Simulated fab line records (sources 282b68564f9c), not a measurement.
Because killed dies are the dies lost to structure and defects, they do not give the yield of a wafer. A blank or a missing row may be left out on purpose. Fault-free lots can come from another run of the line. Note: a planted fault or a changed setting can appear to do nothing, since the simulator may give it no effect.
Struck lot and sound lot, side by side -- flow rit cmos -- 14 out of 202 route steps
Sound: wafers L106.4, L106.5, L106.6. The struck wafers were L115.2, L115.3, L115.4. At the end, the cause is stated.
Per side, at each step with rows, come the tool, then ch with its chambers, and then its first start. Under that, the readings that differ: sound wafers -- struck wafers -- difference of the means -- sigmas: that difference in standard deviations of wafers without a fault.
alike: readings whose means differ by less than 2 such deviations, and words and numbers that are the same on both sides. not compared: withheld readings, readings that some wafer has no value for, bounds like >300 that may hide the same value, and numbers for which the record gives no deviation and whose values overlap.
Wherever a step has rows on one side only, a row that says differs or no value, or a row with sigmas, the two part there. Numbers that don't overlap but have no deviation are shown without sigmas and don't part them. Lack of a reading on every wafer of one side parts them only where that side has two or more wafers.

first, 4 steps without rows for these wafers: RIT_ACTIVE_SOFTBAKE_07 (time 60 s); RIT_ACTIVE_EXPOSE_08 (exposes mask M1, target cd 1400 nm); RIT_ACTIVE_PEB_09; RIT_ACTIVE_DEVELOP_10 (develop time 50 s).
RIT_ACTIVE_CD_MEAS_11 targets a cd of 1400 nm.
  sound: cd sem-02 at day 2 02:04; struck: cd sem-02 at day 3 21:43
  alike: cd nm
then, 1 step without rows for these wafers: RIT_ACTIVE_HARDBAKE_12 (time 60 s).
RIT_ACTIVE_ETCH_13: etches Si3N4 in SF6, stops on SiO2, time 210 s, target depth 210 nm.
  sound on rie diel-04 ch 1,2, day 2 02:17; struck on rie diel-02 ch 0,2,3, day 3 21:58
  alike: drypump motor current A, oes product au, throttle valve pct
  not compared: rf hours counter h
RIT_ACTIVE_STRIP_14: strips in O2, time 180 s.
  sound on plasma asher-02 ch 0,1, day 2 02:29; struck on plasma asher-03 ch 0,1, day 3 22:06
  alike: drypump motor current A
  not compared: rf hours counter h
RIT_ACTIVE_CD_MEAS_90 targets a cd of 1400 nm.
  sound: cd sem-01 at day 2 02:39; struck: cd sem-01 at day 3 22:17
  alike: cd nm
then, 3 steps without rows for these wafers: RIT_ACTIVE_CLEAN_15 (cleans in SC1, time 600 s); RIT_ACTIVE_CLEAN_16 (cleans in dHF, time 28.62 s); RIT_ACTIVE_CLEAN_17 (cleans in SC2, time 600 s).
RIT_FOX1_OXIDATION_00: target thk 350.7 nm, ox time 1130 s.
  sound on furnace-03 ch 0, day 2 03:40; struck on furnace-03, day 4 01:34
  no value came back on the struck wafers for ox temp c (C), ox temp c max, zone power source pct (%); on the sound wafers ox temp c (C) reads 1100.0 1100.1 1100.2
reading,sound,struck,difference,sigmas
model.Si3N4_of_ACTIVE_CVD_03.thk nm (nm),143 142.4 142.7,150.4 149.2 151.1,+7.5,
RIT_FOX1_WET_ETCH_02: etches SiO2 in BOE, target depth 350 nm, time 390 s.
  sound on wet bench-04 ch 1, day 2 05:02; struck on wet bench-01 ch 2, day 4 02:56
reading,sound,struck,difference,sigmas
model.Si3N4_of_ACTIVE_CVD_03.thk nm (nm),138.2 137.7 138,145.7 144.4 146.4,+7.5,

## WHERE THEY PART
Only at RIT_FOX1_OXIDATION_00, within this record.

WHY: the cause the simulator had injected
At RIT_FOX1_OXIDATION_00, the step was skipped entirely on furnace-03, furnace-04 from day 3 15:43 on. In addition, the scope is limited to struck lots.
